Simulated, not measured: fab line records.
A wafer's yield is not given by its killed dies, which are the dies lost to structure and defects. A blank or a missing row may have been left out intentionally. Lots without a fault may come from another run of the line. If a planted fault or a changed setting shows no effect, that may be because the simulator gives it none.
A struck lot beside a sound one || flow berkeley_cmos170 || 14 out of 331 route steps
Sound: these wafers, L170.2, L170.5, L170.6. Wafers L178.3, L178.4, L178.6 were the ones struck. Last of all comes the cause.
At each step with rows: each side's tool, then ch and its chambers, then its first start. Under that, the readings that differ: sound wafers || struck wafers || difference of the means || sigmas: that difference in standard deviations of wafers without a fault.
alike: readings with means less than 2 such deviations apart, plus words and numbers identical on both sides. not compared: withheld readings, readings lacking a value on some wafer, bounds such as >300 that could conceal the same value, and numbers that have no deviation in the record and whose values overlap.
The two part at a step that has a row with sigmas, a row that says differs or no value, or rows on one side only. Non-overlapping numbers with no deviation appear without sigmas and do not part them. Lack of a reading on every wafer of one side parts them only where that side has two or more wafers.

first, 1 step without rows for these wafers: UCB170_NSD_DEVELOP_05 (develop time 45 s).
UCB170_NSD_CD_MEAS_06: the cd target is 1200 nm.
  sound on cd_sem-02 at day 8 04:55; struck on cd_sem-01 at day 9 14:40
  alike: cd_nm
UCB170_NSD_OVL_MEAS_07:
  sound on overlay-01 at day 8 05:01; struck on overlay-02 at day 9 14:46
  alike: NSD_OVL
following that, these wafers have no rows for 1 step: UCB170_NSD_IMPLANT_08.
UCB170_NSD_STRIP_09: strips in O2.
  sound on plasma_asher-03 ch 0,1, day 8 05:12; struck on plasma_asher-02 ch 0,1, day 9 14:58
{"reading": "strip_time_to_endpoint_s (s)", "sound": "35.46 35.53 35.48", "struck": "35.67 35.70 35.65", "difference": "+0.18", "sigmas": "+3"}
  alike: drypump_motor_current_A, oes_product_au
  not compared: rf_hours_counter_h
UCB170_NSD_TW_MEAS_10:
  sound on film_metro-04 at day 8 05:19; struck on film_metro-04 at day 9 15:03
  alike: NSD_TW
then, 4 steps without rows for these wafers: UCB170_NSD_CLEAN_11 (cleans in SPM, time 600 s); UCB170_BACKSIDE_HMDS_00 (prime time 60 s); UCB170_BACKSIDE_COAT_01 (resist thk 900 nm); UCB170_BACKSIDE_SOFTBAKE_02 (time 60 s).
UCB170_BACKSIDE_STRIP_03: strips in O2.
  sound on plasma_asher-01 ch 0,1, day 8 06:00; struck on plasma_asher-04 ch 0,1, day 9 15:45
  alike: drypump_motor_current_A, oes_product_au, strip_time_to_endpoint_s
  not compared: rf_hours_counter_h
then, 1 step without rows for these wafers: UCB170_BACKSIDE_CLEAN_04 (cleans in SPM, time 600 s).
UCB170_SDANNEAL_RTA_00: time 10 s.
  sound on rtp_anneal-02 ch 0, day 8 06:17; struck on rtp_anneal-01, day 9 16:01
  no value came back on the struck wafers for any of 5 readings (anneal_temp_c_max, chamber_o2_ppm and others); on the sound wafers anneal_temp_c_max reads 902.5 903.8 902.5
UCB170_SDANNEAL_RTA_01: time 5 s.
  sound on rtp_anneal-02 ch 0, day 8 06:21; struck on rtp_anneal-01 ch 0, day 9 16:05
{"reading": "lamp_power_pct (%)", "sound": "36.26 36.30 36.27", "struck": "36.46 36.45 36.49", "difference": "+0.19", "sigmas": "+2"}
  alike: anneal_temp_c_max, chamber_o2_ppm, wafer_temp_C_max

WHERE THEY PART
Last at UCB170_SDANNEAL_RTA_01 as far as this record goes, first at UCB170_NSD_STRIP_09.

WHY: what the simulator had put in
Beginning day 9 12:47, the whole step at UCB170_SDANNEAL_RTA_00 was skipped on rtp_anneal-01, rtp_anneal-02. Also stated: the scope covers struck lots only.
